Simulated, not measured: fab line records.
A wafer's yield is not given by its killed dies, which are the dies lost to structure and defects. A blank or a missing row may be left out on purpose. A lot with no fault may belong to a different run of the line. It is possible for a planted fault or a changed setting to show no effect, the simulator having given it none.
Which tool did it? ; flow berkeley cmos170 ; 14 lots, 42 wafers sampled, at 3 steps of a route of 331

## WHAT THE GAUGES READ, wafer by wafer
UCB170_PSD_OVL_MEAS_07.
lot;measured;on;PSD_OVL (nm)
L252;day 6 17:52;overlay-02;8 5 3
L255;day 7 01:16;overlay-01;3 -2 6
L256;day 7 01:23;overlay-02;-3 -6 -5
L259;day 8 04:50;overlay-02;3 7 4
L260;day 8 05:16;overlay-01;0 -3 1
L258;day 8 05:32;overlay-01;-8 -4 -4
L262;day 8 08:17;overlay-02;0 -1 -2
L263;day 8 18:37;overlay-02;2 7 -2
L264;day 8 18:47;overlay-02;1 2 -1
L267;day 9 16:38;overlay-01;9 6 2
L266;day 9 16:51;overlay-02;-1 3 -1
L273;day 10 15:34;overlay-01;16 3 8
L274;day 11 04:53;overlay-01;-2 -2 7
L275;day 11 14:53;overlay-01;6 5 -3

UCB170_CONTACT_OVL_MEAS_16.
lot;measured;on;CONTACT_OVL (nm)
L252;day 7 08:17;overlay-01;-5 0 -1
L255;day 7 14:05;overlay-01;1 4 6
L256;day 7 14:13;overlay-02;-4 -14 -2
L259;day 8 17:58;overlay-01;-3 2 -2
L260;day 8 17:59;overlay-02;-4 0 6
L258;day 8 18:25;overlay-02;1 7 0
L262;day 8 18:31;overlay-01;-5 4 2
L263;day 9 06:31;overlay-01;4 4 13
L264;day 9 06:49;overlay-01;6 -1 5
L267;day 10 01:40;overlay-02;1 9 0
L266;day 10 02:04;overlay-01;1 -4 -1
L273;day 11 01:13;overlay-01;8 3 8
L274;day 11 14:02;overlay-01;4 -11 -3
L275;day 12 05:26;overlay-02;-7 -4 2

## TOOL THAT RAN EACH LOT (tool first, then ch and the chambers of the sampled wafers, then the start)
lot;UCB170_CONTACT_RTA_08
L252;rtp anneal-01 ch 0, day 7 05:37
L255;rtp anneal-02 ch 0, day 7 13:04
L256;rtp anneal-01 ch 0, day 7 13:05
L259;rtp anneal-02 ch 0, day 8 16:31
L260;rtp anneal-01 ch 0, day 8 16:29
L258;rtp anneal-01 ch 0, day 8 16:57
L262;rtp anneal-02 ch 0, day 8 16:56
L263;rtp anneal-01 ch 0, day 9 05:09
L264;rtp anneal-02 ch 0, day 9 05:37
L267;rtp anneal-01, day 10 00:38
L266;rtp anneal-02, day 10 00:56
L273;rtp anneal-02 ch 0, day 11 00:11
L274;rtp anneal-02 ch 0, day 11 12:41
L275;rtp anneal-01 ch 0, day 12 04:24
- UCB170_CONTACT_RTA_08: time 10 s.

## WHAT THE TOOLS THEMSELVES READ (means of the sampled wafers that have a number; where no wafer has one, the mark that the record gives instead)
UCB170_CONTACT_RTA_08.
lot;tool;anneal temp c max;chamber o2 ppm;lamp power pct (%);wafer_temp_C_max
L252;rtp anneal-01;903.1;2.025;25.7;903.8
L255;rtp anneal-02;905.2;1.974;23.4;904.5
L256;rtp anneal-01;902.6;2.003;25.7;903.1
L259;rtp anneal-02;905.3;1.985;23.4;903.7
L260;rtp anneal-01;903.5;1.982;25.8;902.9
L258;rtp anneal-01;903.4;2.009;25.7;903.3
L262;rtp anneal-02;905.5;1.999;23.4;904.1
L263;rtp anneal-01;903.8;2.012;25.8;902.5
L264;rtp anneal-02;905.9;2.004;23.4;904.0
L267;rtp anneal-01;-;-;-;-
L266;rtp anneal-02;-;-;-;-
L273;rtp anneal-02;905.6;2.013;23.4;904.3
L274;rtp anneal-02;906.1;1.994;23.4;904.1
L275;rtp anneal-01;902.5;2.008;25.7;904.0

## THE ANSWER, worked out from the rows above alone
Rule: the usual values come from the lots themselves. Put in order of their means at a reading, lots are off if they are a third of the lots or fewer, leave a main group of 4 or more, and stand apart from it by a gap of 3 or more times the standard deviation of the main group's means; of several such gaps the widest counts. The tables above print the reading to a certain number of digits; a main group whose means all agree to those digits is not used. A lot without any number at a reading at which 4 lots or more have one is off too. All remaining lots with rows at the step are treated as sound. After the gauges, taken in route order, come the tools' own readings; for these a lot's mean is taken, as printed above. At the first step where some lot is off, the reading lying furthest off is the one used; lots without a number count as furthest.
Off at UCB170_CONTACT_RTA_08 (anneal temp c max): L267, L266. Without a number there: L267, L266. The main group: mean 904.4, standard deviation 1.3.
If a tool, at that step or one of the process steps before it, ran each lot that is off and ran no sound lot following the first of them, it fits. None of those tried fits.

## WHAT HAD BEEN PUT IN BY THE SIMULATOR
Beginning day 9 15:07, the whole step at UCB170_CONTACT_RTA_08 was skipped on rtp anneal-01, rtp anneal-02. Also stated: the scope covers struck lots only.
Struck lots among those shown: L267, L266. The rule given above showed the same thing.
